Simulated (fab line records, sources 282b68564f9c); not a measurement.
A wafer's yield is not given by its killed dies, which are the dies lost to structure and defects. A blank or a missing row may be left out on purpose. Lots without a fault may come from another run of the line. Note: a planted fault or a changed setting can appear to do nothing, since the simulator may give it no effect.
A struck lot beside a sound one | flow ritCmos | 15 out of 202 route steps
Sound: wafers L926.2, L926.3, L926.4. Wafers L929.1, L929.2, L929.5 were the ones struck. The cause is named last.
At each step with rows: each side's tool, then ch and its chambers, then its first start. Under that, the readings that differ: sound wafers | struck wafers | difference of the means | sigmas: that difference in standard deviations of wafers without a fault.
alike: readings whose means differ by less than 2 such deviations, and words and numbers that are the same on both sides. not compared: withheld readings, readings that some wafer has no value for, bounds like >300 that may hide the same value, and numbers for which the record gives no deviation and whose values overlap.
Wherever a step has rows on one side only, a row that says differs or no value, or a row with sigmas, the two part there. Numbers that have no deviation but don't overlap get no sigmas and don't part them. Lack of a reading on every wafer of one side parts them only where that side has two or more wafers.

RIT_PLDD_TW_MEAS_10:
  sound on filmMetro-04, day 3 22:46; struck on filmMetro-04, day 4 12:53
  alike: PLDD_TW
then, 4 steps without rows for these wafers: RIT_SPACER_CLEAN_00 (cleans in SC1, time 600 s); RIT_SPACER_CLEAN_01 (cleans in dHF, time 28.75 s); RIT_SPACER_CLEAN_02 (cleans in SC2, time 600 s); RIT_SPACER_CVD_03 (deposits Si3N4 from SiH2Cl2/NH3, target thk 250 nm, time 3300 s).
RIT_SPACER_THK_MEAS_04:
  sound on filmMetro-03, day 4 01:10; struck on filmMetro-03, day 4 15:14
  alike: SPACER_NITRIDE_THK
RIT_SPACER_ETCHBACK_05: etches Si3N4 in SF6/CHF3, stops on SiO2, target depth 250 nm, time 240 s.
  sound on rieDiel-04 ch 0,1,3, day 4 01:13; struck on rieDiel-04 ch 0,2,3, day 4 15:18
  alike: chamberPressureMTorr, drypumpMotorCurrentA, oesProductAu, throttleValvePct
  not compared: rfHoursCounterH
then, 5 steps without rows for these wafers: RIT_NSD_HMDS_00 (prime time 60 s); RIT_NSD_COAT_01 (resist thk 1000 nm); RIT_NSD_SOFTBAKE_02 (time 60 s); RIT_NSD_EXPOSE_03 (exposes mask M9, target cd 40700 nm); RIT_NSD_PEB_04.
RIT_NSD_DEVELOP_05: develop time 50 s.
  sound on lithoTrack-04 ch 0, day 4 02:00; struck on lithoTrack-04 ch 0, day 4 16:00
reading            | sound             | struck            | difference | sigmas
developerTempC (C) | 23.00 23.04 23.07 | 22.19 22.08 22.26 | -0.86      | -7
RIT_NSD_OVL_MEAS_06:
  sound on overlay-02, day 4 02:14; struck on overlay-02, day 4 16:28
  alike: NSD_OVL
RIT_M1_PROBE_99:
  sound on prober-01, day 4 12:34; struck on prober-02, day 5 02:40
  alike: killedAtContacts, killedAtFrontEnd, killedDies, killedOpen, killedShort

## WHERE THEY PART
Within this record, at RIT_NSD_DEVELOP_05 only. Later steps at which nothing parts them and some readings are alike: RIT_NSD_OVL_MEAS_06, RIT_M1_PROBE_99.

WHY: what had been put in by the simulator
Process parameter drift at RIT_NSD_DEVELOP_05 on lithoTrack-04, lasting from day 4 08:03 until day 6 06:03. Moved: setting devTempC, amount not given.
